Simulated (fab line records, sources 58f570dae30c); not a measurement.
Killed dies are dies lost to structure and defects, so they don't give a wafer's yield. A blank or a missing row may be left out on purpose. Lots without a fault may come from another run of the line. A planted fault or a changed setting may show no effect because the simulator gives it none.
A struck lot beside a sound one | flow berkeley_cmos170 | 14 steps out of a route of 331
Sound: wafers L985.1, L985.3, L985.5. Struck: wafers L999.1, L999.2, L999.6. The cause comes at the end.
At each step with rows: each side's tool, then ch and its chambers, then its first start. Under that, the readings that differ: sound wafers | struck wafers | difference of the means | sigmas: that difference in standard deviations of wafers without a fault.
alike: readings whose means differ by less than 2 such deviations, and words and numbers that are the same on both sides. not compared: withheld readings, readings that some wafer has no value for, bounds like >300 that may hide the same value, and numbers for which the record gives no deviation and whose values overlap.
The two part at a step that has a row with sigmas, a row that says differs or no value, or rows on one side only. Numbers that don't overlap but have no deviation are shown without sigmas and don't part them. A reading that every wafer of one side lacks parts them only if that side has two wafers or more.

UCB170_CONTACT_STRIP_06: strips in O2.
  sound on plasma_asher-02 ch 0,1, day 7 12:51; struck on plasma_asher-03 ch 0,1, day 10 03:28
  alike: drypump_motor_current_A, oes_product_au, strip_time_to_endpoint_s
  not compared: rf_hours_counter_h
then, 1 step without rows for these wafers: UCB170_CONTACT_CLEAN_07 (cleans in SPM, time 600 s).
UCB170_CONTACT_RTA_08: time 10 s.
  sound on rtp_anneal-01 ch 0, day 7 13:08; struck on rtp_anneal-02 ch 0, day 10 03:46
  reading            | sound             | struck            | difference | sigmas
  anneal_temp_c_max  | 905.6 906.3 907.0 | 901.6 903.2 901.6 | -4.2       | -3
  lamp_power_pct (%) | 22.7 22.7 22.7    | 25.0 25.0 25.0    | +2.3       | +2
  alike: wafer_temp_C_max
then, 6 steps without rows for these wafers: UCB170_CONTACT_COAT_09; UCB170_CONTACT_COAT_10 (resist thk 900 nm); UCB170_CONTACT_SOFTBAKE_11 (time 60 s); UCB170_CONTACT_EXPOSE_12 (exposes mask CONT, target cd 700 nm); UCB170_CONTACT_PEB_13; UCB170_CONTACT_DEVELOP_14 (develop time 45 s).
UCB170_CONTACT_CD_MEAS_15: target cd 700 nm.
  sound on cd_sem-01, day 7 14:28; struck on cd_sem-01, day 10 04:50
  alike: cd_nm
UCB170_CONTACT_OVL_MEAS_16:
  sound on overlay-01, day 7 14:35; struck on overlay-01, day 10 04:57
  reading          | sound      | struck | difference | sigmas
  CONTACT_OVL (nm) | -12 -5 -10 | 11 5 6 | +16        | +3
UCB170_CONTACT_ETCH_17: etches BARC in N2/H2.
  sound on rie_diel-04 ch 1,2,3, day 7 14:37; struck on rie_diel-04 ch 0,2, day 10 04:59
  alike: drypump_motor_current_A, oes_product_au, throttle_valve_pct
UCB170_CONTACT_ETCH_18: etches PSG in CHF3/CF4/Ar, stops on TiSi2, target depth 840 nm, time 195 s.
  sound on rie_diel-04 ch 1,2,3, day 7 14:00; struck on rie_diel-04 ch 0,2, day 10 05:00
  reading                                  | sound             | struck            | difference | sigmas
  oes_product_au (a.u.)                    | 0.915 0.889 0.891 | 0.868 0.861 0.877 | -0.030     | -3
  model.KrF_of_CONTACT_COAT_10.thk_nm (nm) | 691 696.1 687.4   | 726.5 734 730.3   | +38.8      |
  model.etch.depth_nm (nm)                 | 702.1 699.5 701.6 | 689.4 661.9 685.4 | -22.2      |
  model.CONTACT.feature_depth_nm (nm)      | 702.1 699.5 701.6 | 689.4 661.9 685.4 | -22.2      |
  alike: drypump_motor_current_A, throttle_valve_pct
  not compared: rf_hours_counter_h
UCB170_CONTACT_STRIP_19: strips in O2.
  sound on plasma_asher-01 ch 0,1, day 7 14:47; struck on plasma_asher-02 ch 0,1, day 10 05:10
  alike: drypump_motor_current_A, oes_product_au
  not compared: rf_hours_counter_h

WHERE THEY PART
First at UCB170_CONTACT_RTA_08; last, within this record, at UCB170_CONTACT_ETCH_18. Later steps at which nothing parts them and some readings are alike: UCB170_CONTACT_STRIP_19.

WHY: what the simulator had put in
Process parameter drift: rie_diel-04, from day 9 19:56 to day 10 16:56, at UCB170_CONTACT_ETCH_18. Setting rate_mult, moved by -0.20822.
